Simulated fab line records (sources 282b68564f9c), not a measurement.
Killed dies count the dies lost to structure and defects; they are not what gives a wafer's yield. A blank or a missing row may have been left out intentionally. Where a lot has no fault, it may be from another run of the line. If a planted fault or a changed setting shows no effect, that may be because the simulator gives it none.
The tool behind it: which one? | flow ritCmos | 14 lots with 42 wafers sampled at 2 steps, on a route of 202 steps

## WHAT EACH GAUGE READ, for each wafer
RIT_CONTACT_THK_MEAS_01. Usual: CONTACT_TEOS_THK gives 400 nm (standard deviation 4.8).
lot  | measured    | on           | CONTACT_TEOS_THK (nm) | flag
L417 | day 3 17:31 | filmMetro-01 | 401 406 405           | 
L418 | day 3 20:14 | filmMetro-02 | 396 407 408           | 
L419 | day 3 20:42 | filmMetro-01 | 396 401 401           | 
L420 | day 4 01:20 | filmMetro-01 | 399 404 404           | 
L423 | day 4 13:07 | filmMetro-01 | 401 408 406           | 
L424 | day 5 00:18 | filmMetro-04 | 404 403 408           | 
L426 | day 5 02:41 | filmMetro-04 | 393 401 402           | 
L427 | day 5 13:04 | filmMetro-04 | 393 395 399           | 
L428 | day 5 19:41 | filmMetro-02 | 393 398 397           | 
L429 | day 5 21:56 | filmMetro-04 | 402 402 405           | 
L430 | day 6 02:27 | filmMetro-02 | 403 401 404           | 
L435 | day 7 05:55 | filmMetro-01 | 403 408 416           | 
L438 | day 7 17:28 | filmMetro-02 | 404 407 418           | 
L440 | day 8 03:47 | filmMetro-04 | 405 400 398           | 

## WHAT TOOL EACH LOT RAN ON (gives the tool, then ch and the chambers of the sampled wafers, and finally the start)
lot  | RIT_CONTACT_CVD_00
L417 | pecvd-02 ch 0,1,2, day 3 17:27
L418 | pecvd-01 ch 0,1, day 3 20:10
L419 | pecvd-03 ch 1,2, day 3 20:38
L420 | pecvd-02 ch 0,1,2, day 4 01:17
L423 | pecvd-02 ch 0,2, day 4 13:02
L424 | pecvd-01 ch 0,2, day 5 00:15
L426 | pecvd-03 ch 0,1, day 5 02:37
L427 | pecvd-01 ch 1,2, day 5 12:59
L428 | pecvd-03 ch 0,2, day 5 19:38
L429 | pecvd-02 ch 0,1, day 5 21:53
L430 | pecvd-01 ch 0,1, day 6 02:23
L435 | pecvd-02 ch 0,1, day 7 05:51
L438 | pecvd-02 ch 0,1,2, day 7 17:24
L440 | pecvd-03 ch 0,1,2, day 8 03:44
- RIT_CONTACT_CVD_00: deposits SiO2 from TEOS, target thk 400 nm, time 61 s.

## WHAT THE TOOLS THEMSELVES READ (means of the sampled wafers that have a number; where no wafer has one, the mark that the record gives instead)
RIT_CONTACT_CVD_00. Usual: heaterPowerW 313 W, standard deviation 50; rfFwdPowerW 397.3 W, standard deviation 1.4.
lot  | tool     | heaterPowerW (W) | rfFwdPowerW (W) | flag
L417 | pecvd-02 | 298              | 397.2           | 
L418 | pecvd-01 | 276              | 396.0           | 
L419 | pecvd-03 | 311              | 399.4           | 
L420 | pecvd-02 | 314              | 398.1           | 
L423 | pecvd-02 | 292              | 396.1           | 
L424 | pecvd-01 | 379              | 396.6           | 
L426 | pecvd-03 | 246              | 398.1           | 
L427 | pecvd-01 | 300              | 395.8           | 
L428 | pecvd-03 | 267              | 397.0           | 
L429 | pecvd-02 | 297              | 398.2           | 
L430 | pecvd-01 | 310              | 397.9           | 
L435 | pecvd-02 | 298              | 430.5           | OFF
L438 | pecvd-02 | 305              | 413.6           | OFF
L440 | pecvd-03 | 317              | 397.2           | 

## THE ANSWER, worked out from the rows above alone
Rule: a lot counts as off when the mean over its wafers that have a number is more than 3 standard deviations away from the usual mean. Also off: a lot with no number at a reading for which 4 or more lots have one. The other lots that the step has rows for count as sound. Order of review: gauges by route order, followed by the tools' own readings, for which a lot's mean as printed above is used. At the first step where some lot is off, the reading lying furthest off is the one used; lots without a number count as furthest.
Off, at RIT_CONTACT_CVD_00 on rfFwdPowerW: L435, L438.
A tool fits if, at that step or a process step before it, it ran every lot that is off, and no sound lot after the first of them. One fits: pecvd-02 at RIT_CONTACT_CVD_00. Its last sound lot is L429 (day 5 21:53), its first lot that is off L435 (day 7 05:51): a fault that began between those two fits.
The tool's own readings at RIT_CONTACT_CVD_00 bear it out: on the lots that are off they differ by more than 5 times the standard deviation of the sound lots' means. rfFwdPowerW reads 422.1 W there against 397.3 W on the sound lots.

## WHAT HAD BEEN PUT IN BY THE SIMULATOR
pecvd-02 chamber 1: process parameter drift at RIT_CONTACT_CVD_00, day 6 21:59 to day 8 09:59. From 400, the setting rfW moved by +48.
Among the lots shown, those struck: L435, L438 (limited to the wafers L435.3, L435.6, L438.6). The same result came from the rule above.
